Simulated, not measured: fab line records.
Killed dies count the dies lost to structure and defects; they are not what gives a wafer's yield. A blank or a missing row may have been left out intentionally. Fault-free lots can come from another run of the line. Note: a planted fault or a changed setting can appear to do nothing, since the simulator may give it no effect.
What tool caused it?	flow berkeley cmos170	7 lots with 21 wafers sampled at 3 steps, on a route of 331 steps

== WHAT THE GAUGES SHOWED, per wafer ==
UCB170_PSD_CD_MEAS_06: the cd target is 1200 nm.
lot	measured	on	cd nm (nm)
L785	day 7 10:47	cd sem-02	1199.0 1198.8 1200.4
L789	day 8 13:32	cd sem-02	- - -
L791	day 8 18:02	cd sem-02	- - -
L794	day 9 14:44	cd sem-02	1199.3 1199.1 1198.8
L800	day 10 10:51	cd sem-01	1196.6 1195.3 1195.6
L795	day 10 11:05	cd sem-01	1197.5 1195.5 1196.8
L802	day 10 15:03	cd sem-01	1200.7 1199.4 1198.2

== WHAT TOOL EACH LOT RAN ON (gives the tool, then ch and the chambers of the sampled wafers, and finally the start) ==
lot	UCB170_SPACER_ETCHBACK_03	UCB170_PSD_COAT_01
L785	rie diel-01 ch 0,1,3, day 7 09:39	litho track-01 ch 0, day 7 09:55
L789	rie diel-04 ch 2,3, day 8 12:38	litho track-01, day 8 12:51
L791	rie diel-04 ch 0,1,3, day 8 15:50	litho track-03, day 8 16:34
L794	rie diel-01 ch 0,1, day 9 13:12	litho track-01 ch 0, day 9 13:26
L800	rie diel-03 ch 0,2,3, day 10 09:37	litho track-03 ch 0, day 10 09:50
L795	rie diel-01 ch 1,2, day 10 09:37	litho track-01 ch 0, day 10 10:04
L802	rie diel-04 ch 1,2,3, day 10 13:58	litho track-03 ch 0, day 10 14:11
- UCB170_SPACER_ETCHBACK_03: etches SiO2 in CHF3/CF4/Ar, stops on Si, target depth 376 nm, time 100 s.
- UCB170_PSD_COAT_01: resist thk 900 nm.

== THE ANSWER, worked out from the rows above alone ==
Rule: the usual values come from the lots themselves. Put in order of their means at a reading, lots are off if they are a third of the lots or fewer, leave a main group of 4 or more, and stand apart from it by a gap of 3 or more times the standard deviation of the main group's means; of several such gaps the widest counts. A main group is skipped when, at the precision printed for the reading in the tables above, its means are all equal. A lot without any number at a reading at which 4 lots or more have one is off too. The other lots that the step has rows for count as sound.
Off: L789, L791, at UCB170_PSD_CD_MEAS_06 (cd nm). Without a number there: L789, L791. Main group: mean 1198.1 nm, sd 1.5.
If a tool, at a process step before that reading, ran all the lots that are off and no sound lot after the first of them, it fits. Gauges at UCB170_PSD_CD_MEAS_06: tried the same way as those tools. Not one of the candidates tried fits.

== WHAT THE SIMULATOR HAD PUT IN ==
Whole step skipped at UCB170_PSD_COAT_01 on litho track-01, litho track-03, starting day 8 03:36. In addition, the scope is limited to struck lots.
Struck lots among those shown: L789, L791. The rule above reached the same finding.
